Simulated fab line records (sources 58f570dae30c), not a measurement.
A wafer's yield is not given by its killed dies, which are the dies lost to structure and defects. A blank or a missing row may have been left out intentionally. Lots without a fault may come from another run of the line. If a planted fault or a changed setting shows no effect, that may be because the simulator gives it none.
8D (eight disciplines) problem report, filled in by code || flow berkeleyCmos170 || the parts of the form that need people (team, actions taken, sign-off) are left out

## 1. THE PROBLEM
At UCB170_PLDD_STRIP_10, oesProductAu averages 0.677 a.u. over 9 wafers from 3 lots, while fault-free wafers read 0.734 a.u., standard deviation 0.0042. That puts it -13 standard deviations away from the usual mean.
The step: strips in O2.
Earliest sighting: wafer L972.1 on plasmaAsher-01 at day 8 03:19. Wafers with a number at this step in the record: 45, from 15 lots. Rule for "out" (also "out of limits"): further than 4 standard deviations from the usual mean. Any other wafer with a number is counted as sound.

## 2. WHAT IT IS AND WHAT IT IS NOT
{"question": "which readings at this step", "is": "oesProductAu", "is not": "drypumpMotorCurrentA"}
{"question": "which lots", "is": "L972, L975, L976", "is not": "L968, L970, L971, L973, L974, L978, L979, L981, L982, L987, L988, L989"}
{"question": "which wafers of those lots", "is": "all that have a number", "is not": "-"}
{"question": "read on which tools", "is": "plasmaAsher-01", "is not": "plasmaAsher-03, plasmaAsher-04"}
{"question": "when", "is": "from day 8 03:19", "is not": "up to then (12 sound wafers); but 24 sound wafers of L974, L978, L979, L981, L982, L987, L988, L989 came after"}

## 3. SUSPECTS, AND WHAT RULES EACH OUT
Counting: a tool at any process step up to the reading remains a suspect when it ran all the lots that are out and ran no sound lot after the first of those.
- plasmaAsher-01 at UCB170_PLDD_STRIP_10 (strips in O2): ruled out as a lasting fault. Sound lots L989 ran on it after its first lot that is out, L972 (day 8 03:19).
Left after counting: nothing in the record.

## 4. THE CAUSE (what the simulator had put in)
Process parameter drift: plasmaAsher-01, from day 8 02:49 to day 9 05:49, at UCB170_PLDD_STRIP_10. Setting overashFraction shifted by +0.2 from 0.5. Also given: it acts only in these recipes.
Counting ruled it out, wrongly.

## 5. THE CHAIN OF EFFECTS, in route order
Each row: a reading where the mean over the struck wafers with a number is more than 3 standard deviations away from the usual. Only readings whose record carries a usual standard deviation are examined. hours: median over the lots of the time between each lot's start at the first step of this table that gives one and its start at this step. sigmas: the change, counted in usual standard deviations.
{"hours": 0, "step": "UCB170_PLDD_STRIP_10", "reading": "oesProductAu", "usual": "0.734 a.u.", "on struck wafers": 0.677, "change": -0.057, "sigmas": -13}
Here are the process steps it includes:
- UCB170_PLDD_STRIP_10: strips in O2.

## 6. HOW IT WOULD HAVE BEEN CAUGHT EARLIER
First out-of-limits reading in this record: day 8 03:19, which is 0 hours after fault onset at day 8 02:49.
